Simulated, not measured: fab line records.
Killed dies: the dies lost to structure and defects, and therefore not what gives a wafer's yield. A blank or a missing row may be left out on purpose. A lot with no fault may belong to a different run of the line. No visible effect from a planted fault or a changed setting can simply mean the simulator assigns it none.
A lot that was struck, set against a sound lot :: flow berkeley_cmos170 :: 17 steps out of a route of 331
Sound: the wafers L218.3, L218.4, L218.6. Struck: wafers L227.2, L227.3. (L227.4 of the same lot was not struck and is left out.) The cause comes at the end.
Order at every step that has rows: each side's tool, ch and its chambers, its first start. Under that, the readings that differ: sound wafers :: struck wafers :: difference of the means :: sigmas: that difference in standard deviations of wafers without a fault.
alike: readings whose means differ by less than 2 such deviations, and words and numbers that are the same on both sides. not compared: withheld readings, readings that some wafer has no value for, bounds like >300 that may hide the same value, and numbers for which the record gives no deviation and whose values overlap.
The two part at a step that has a row with sigmas, a row that says differs or no value, or rows on one side only. Numbers that don't overlap but have no deviation are shown without sigmas and don't part them. Lack of a reading on every wafer of one side parts them only where that side has two or more wafers.

first, 1 step without rows for these wafers: UCB170_M2_SOFTBAKE_06 (time 60 s).
UCB170_M2_STRIP_07: strips in O2.
  sound on plasma_asher-04 ch 0,1, day 8 18:44; struck on plasma_asher-04 ch 0,1, day 9 23:37
reading: strip_time_to_endpoint_s (s)
sound: 21.90 21.87 21.94
struck: 22.07 22.08
difference: +0.17
sigmas: +2
  alike: drypump_motor_current_A, oes_product_au
  not compared: rf_hours_counter_h
then, 7 steps without rows for these wafers: UCB170_M2_STRIP_08 (strips KrF in DMSO, time 600 s); UCB170_M2_COAT_09; UCB170_M2_COAT_10 (resist thk 900 nm); UCB170_M2_SOFTBAKE_11 (time 60 s); UCB170_M2_EXPOSE_12 (exposes mask METAL2, target cd 700 nm); UCB170_M2_PEB_13; UCB170_M2_DEVELOP_14 (develop time 45 s).
UCB170_M2_CD_MEAS_15: the cd target is 700 nm.
  sound on cd_sem-01, day 8 20:29; struck on cd_sem-01, day 10 02:19
  alike: cd_nm
UCB170_M2_OVL_MEAS_16:
  sound on overlay-02, day 8 20:35; struck on overlay-01, day 10 02:25
  alike: M2_OVL
UCB170_M2_ETCH_17: etches BARC in N2/H2.
  sound on rie_diel-04 ch 2,3, day 8 20:37; struck on rie_diel-03 ch 2,3, day 10 02:27
  alike: drypump_motor_current_A, oes_product_au, rf_fwd_power_W, throttle_valve_pct
UCB170_M2_METAL_ETCH_18: etches Al in Cl2/BCl3, stops on SiO2, target depth 1170 nm, time 195 s.
  sound on rie_metal-04 ch 0,1, day 8 20:43; struck on rie_metal-03 ch 1, day 10 02:29
reading: oes_product_au (a.u.)
sound: 0.866 0.862 0.857
struck: 0.780 0.797
difference: -0.073
sigmas: -7

reading: rf_fwd_power_W (W)
sound: 600.8 596.2 599.6
struck: 354.8 354.7
difference: -244.1
sigmas: -99 or more

reading: model.KrF_of_M2_COAT_10.thk_nm (nm)
sound: 195.2 184.2 183
struck: 452.8 451.8
difference: +264.8
sigmas: 

reading: model.M2.feature_depth_nm (nm)
sound: 971.2 972.1 966.6
struck: 757.8 763.3
difference: -209.4
sigmas: 

reading: model.etch.depth_nm (nm)
sound: 913.3 913.4 907.7
struck: 757.8 763.3
difference: -150.9
sigmas: 
  alike: drypump_motor_current_A, throttle_valve_pct
  not compared: rf_hours_counter_h
UCB170_M2_STRIP_19: strips in O2.
  sound on plasma_asher-02 ch 0,1, day 8 20:52; struck on plasma_asher-04 ch 1, day 10 02:41
reading: drypump_motor_current_A (A)
sound: 6.4 5.8 6.4
struck: 5.2 5.3
difference: -1.0
sigmas: -2

reading: oes_product_au (a.u.)
sound: 0.525 0.514 0.513
struck: 0.724 0.720
difference: +0.205
sigmas: +12
  not compared: rf_hours_counter_h
UCB170_M2_CD_MEAS_90: the cd target is 700 nm.
  sound on cd_sem-01, day 8 20:59; struck on cd_sem-01, day 10 02:48
reading: cd_nm (nm)
sound: 697.3 696.2 697.0
struck: 719.0 718.8
difference: +22.1
sigmas: +9
UCB170_V2_CVD_00: deposits SiO2 from TEOS/O2, target thk 2000 nm, time 250 s.
  the record has rows for the sound wafers here (pecvd-02 ch 0,2, day 8 21:04) and none for the struck ones
UCB170_M3_PROBE_99:
  only the struck wafers here have rows in the record (prober-02, day 10 10:56); the sound ones have none

WHERE THEY PART
Earliest at UCB170_M2_STRIP_07; latest, in this record, at UCB170_M3_PROBE_99.

WHY: the cause the simulator had injected
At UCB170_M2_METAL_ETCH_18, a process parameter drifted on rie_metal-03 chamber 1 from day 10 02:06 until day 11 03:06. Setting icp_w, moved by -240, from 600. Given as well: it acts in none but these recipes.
